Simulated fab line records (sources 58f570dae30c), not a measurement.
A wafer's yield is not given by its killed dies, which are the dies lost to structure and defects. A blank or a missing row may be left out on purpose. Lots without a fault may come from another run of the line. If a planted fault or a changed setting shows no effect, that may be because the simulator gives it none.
Which tool is to blame? ; flow berkeley cmos170 ; 14 lots with 42 wafers sampled at 6 steps, on a route of 331 steps

WHAT EACH GAUGE READ, for each wafer
UCB170_PFIELD_OVL_MEAS_06.
lot;measured;on;PFIELD_OVL (nm)
L829;day 5 03:20;overlay-02;0 -4 -4
L827;day 5 04:10;overlay-01;-5 -8 -6
L830;day 5 19:16;overlay-01;2 -2 -7
L838;day 7 05:55;overlay-01;-8 -3 -6
L839;day 7 09:05;overlay-02;7 6 9
L842;day 8 06:28;overlay-02;0 1 -4
L843;day 8 06:39;overlay-02;-12 -7 -7
L844;day 8 07:13;overlay-02;0 1 4
L845;day 8 17:30;overlay-02;3 -8 2
L846;day 9 05:48;overlay-01;5 6 4
L847;day 9 06:04;overlay-01;3 7 3
L850;day 9 06:18;overlay-02;-12 -6 -9
L848;day 9 06:32;overlay-02;0 4 -2
L849;day 9 06:47;overlay-02;-14 -14 -8

UCB170_FIELD_THK_MEAS_91.
lot;measured;on;FIELD_OXIDE_LEFT_2_THK (nm)
L829;day 6 23:05;film metro-03;359 367 361
L827;day 6 23:05;film metro-02;332 339 337
L830;day 7 07:10;film metro-02;337 341 334
L838;day 8 20:22;film metro-03;356 342 351
L839;day 8 20:24;film metro-03;370 366 371
L842;day 9 21:25;film metro-03;342 339 337
L843;day 9 21:05;film metro-02;357 357 373
L844;day 9 21:22;film metro-04;331 336 330
L845;day 10 03:56;film metro-04;340 336 342
L846;day 10 20:36;film metro-02;357 346 355
L847;day 10 21:09;film metro-02;359 342 358
L850;day 10 21:02;film metro-04;355 362 350
L848;day 10 20:20;film metro-04;349 353 351
L849;day 10 20:41;film metro-04;359 357 363

UCB170_NSD_TW_MEAS_10.
lot;measured;on;NSD_TW
L829;day 8 01:33;film metro-01;4159 4156 4158
L827;day 8 01:47;film metro-02;4211 4205 4209
L830;day 8 17:36;film metro-01;4165 4171 4155
L838;day 10 00:50;film metro-04;30 30 30
L839;day 10 01:04;film metro-01;30 30 30
L842;day 11 00:20;film metro-02;4214 4184 4200
L843;day 11 01:04;film metro-04;4196 4186 4154
L844;day 11 00:48;film metro-02;4198 4212 4208
L845;day 11 11:05;film metro-01;4193 4203 4210
L846;day 12 02:54;film metro-01;4177 4165 4176
L847;day 12 03:10;film metro-04;4139 4123 4121
L850;day 12 03:16;film metro-04;4157 4166 4138
L848;day 12 02:47;film metro-02;4211 4216 4208
L849;day 12 03:31;film metro-01;4186 4183 4179

TOOL THAT RAN EACH LOT (tool first, then ch and the chambers of the sampled wafers, then the start)
lot;UCB170_PVT_STRIP_08;UCB170_PSD_STRIP_09;UCB170_NSD_STRIP_09
L829;plasma asher-01 ch 0,1, day 6 21:48;plasma asher-01 ch 0,1, day 7 23:25;plasma asher-03 ch 0,1, day 8 01:26
L827;plasma asher-01 ch 0,1, day 6 21:28;plasma asher-04 ch 0,1, day 7 23:48;plasma asher-02 ch 0,1, day 8 01:41
L830;plasma asher-03 ch 0,1, day 7 06:56;plasma asher-03 ch 0,1, day 8 12:40;plasma asher-03 ch 0,1, day 8 17:30
L838;plasma asher-03 ch 0,1, day 8 18:16;plasma asher-03 ch 0,1, day 9 23:07;plasma asher-04 ch 0,1, day 10 00:45
L839;plasma asher-03 ch 0,1, day 8 19:45;plasma asher-04 ch 0,1, day 9 23:09;plasma asher-03 ch 0,1, day 10 00:58
L842;plasma asher-04 ch 0,1, day 9 21:10;plasma asher-04 ch 0,1, day 10 22:29;plasma asher-03 ch 0,1, day 11 00:14
L843;plasma asher-04 ch 0,1, day 9 20:51;plasma asher-01 ch 1, day 10 22:58;plasma asher-04 ch 0, day 11 00:58
L844;plasma asher-03 ch 0,1, day 9 21:08;plasma asher-03 ch 0,1, day 10 22:41;plasma asher-02 ch 0,1, day 11 00:41
L845;plasma asher-01 ch 0,1, day 10 03:43;plasma asher-03 ch 0,1, day 11 09:16;plasma asher-02 ch 0,1, day 11 11:01
L846;plasma asher-01 ch 0, day 10 20:11;plasma asher-03 ch 0, day 12 01:07;plasma asher-02 ch 0,1, day 12 02:48
L847;plasma asher-03 ch 0,1, day 10 20:56;plasma asher-04 ch 0,1, day 12 01:11;plasma asher-04 ch 0,1, day 12 03:05
L850;plasma asher-01 ch 0,1, day 10 20:34;plasma asher-01 ch 0,1, day 12 01:18;plasma asher-03 ch 0,1, day 12 03:10
L848;plasma asher-04 ch 0,1, day 10 20:07;plasma asher-01 ch 0,1, day 12 00:52;plasma asher-03 ch 0,1, day 12 02:41
L849;plasma asher-03 ch 1, day 10 20:23;plasma asher-04 ch 0,1, day 12 01:25;plasma asher-02 ch 0,1, day 12 03:24
- UCB170_PVT_STRIP_08: strips in O2.
- UCB170_PSD_STRIP_09: strips in O2.
- UCB170_NSD_STRIP_09: strips in O2.

AS READ BY THE TOOLS THEMSELVES (means over the sampled wafers that have a number; for cases with no such wafer, the mark the record gives instead)
UCB170_PVT_STRIP_08.
lot;tool;chamber pressure mTorr (mTorr);drypump motor current A (A);oes product au (a.u.);strip time to endpoint s (s)
L829;plasma asher-01;3502;5.4;0.736;21.56
L827;plasma asher-01;3501;5.4;0.736;21.62
L830;plasma asher-03;3498;6.0;0.732;21.63
L838;plasma asher-03;3498;6.2;0.733;21.59
L839;plasma asher-03;3499;6.2;0.734;21.60
L842;plasma asher-04;3499;6.2;0.731;21.67
L843;plasma asher-04;3501;6.2;0.732;21.69
L844;plasma asher-03;3497;5.9;0.738;21.62
L845;plasma asher-01;3500;5.4;0.735;21.73
L846;plasma asher-01;3500;5.2;0.729;21.69
L847;plasma asher-03;3500;6.2;0.735;21.63
L850;plasma asher-01;3502;5.4;0.740;21.71
L848;plasma asher-04;3499;5.9;0.736;21.71
L849;plasma asher-03;3503;5.7;0.728;21.61

UCB170_PSD_STRIP_09.
lot;tool;chamber pressure mTorr (mTorr);drypump motor current A (A);oes product au (a.u.);strip time to endpoint s (s)
L829;plasma asher-01;3499;5.5;0.598;29.41
L827;plasma asher-04;3500;5.9;0.598;29.40
L830;plasma asher-03;3499;6.2;0.600;29.34
L838;plasma asher-03;-;-;-;-
L839;plasma asher-04;-;-;-;-
L842;plasma asher-04;3501;6.2;0.598;29.41
L843;plasma asher-01;3499;5.7;0.599;29.52
L844;plasma asher-03;3499;6.2;0.598;29.50
L845;plasma asher-03;3502;5.9;0.601;29.34
L846;plasma asher-03;3496;6.5;0.600;29.42
L847;plasma asher-04;3498;5.9;0.605;29.36
L850;plasma asher-01;3500;5.5;0.599;29.42
L848;plasma asher-01;3503;5.5;0.601;29.44
L849;plasma asher-04;3502;5.9;0.604;29.49

UCB170_NSD_STRIP_09.
lot;tool;chamber pressure mTorr (mTorr);drypump motor current A (A);oes product au (a.u.);strip time to endpoint s (s)
L829;plasma asher-03;3501;6.2;0.532;35.83
L827;plasma asher-02;3500;5.7;0.532;35.77
L830;plasma asher-03;3499;5.9;0.534;35.86
L838;plasma asher-04;3497;5.9;0.620;62.09
L839;plasma asher-03;3500;6.0;0.620;62.15
L842;plasma asher-03;3498;6.0;0.532;36.02
L843;plasma asher-04;3498;6.5;0.536;35.86
L844;plasma asher-02;3500;5.5;0.527;35.91
L845;plasma asher-02;3501;5.5;0.531;35.86
L846;plasma asher-02;3499;5.7;0.537;35.85
L847;plasma asher-04;3501;6.2;0.530;35.88
L850;plasma asher-03;3501;5.9;0.530;35.79
L848;plasma asher-03;3499;6.2;0.532;35.88
L849;plasma asher-02;3503;5.5;0.532;35.87

THE ANSWER, worked out from the rows above alone
Rule: the lots themselves supply what counts as usual. The widest of any qualifying gaps counts: lots, ordered by their means at a reading, are off when they make up no more than a third of the lots, leave a main group of 4 or more, and stand apart from it by 3 or more times the standard deviation of that group's means. A main group whose means are all the same, to the digits that the tables above print for the reading, isn't used. A lot without any number at a reading at which 4 lots or more have one is off too. All remaining lots with rows at the step are treated as sound. Order of review: gauges by route order, followed by the tools' own readings, for which a lot's mean as printed above is used. At the first step where some lot is off, the reading lying furthest off is the one used; lots without a number count as furthest.
Off: L838, L839, at UCB170_NSD_TW_MEAS_10 (NSD_TW). Mean 4180 and standard deviation 25 in the main group.
If a tool, at a process step before that reading, ran all the lots that are off and no sound lot after the first of them, it fits. The gauges at UCB170_NSD_TW_MEAS_10 aren't tried: what is off there is off at UCB170_PSD_STRIP_09 too, on other tools, and a gauge's error can't cause that. Not one of the candidates tried fits.

WHAT THE SIMULATOR HAD PUT IN
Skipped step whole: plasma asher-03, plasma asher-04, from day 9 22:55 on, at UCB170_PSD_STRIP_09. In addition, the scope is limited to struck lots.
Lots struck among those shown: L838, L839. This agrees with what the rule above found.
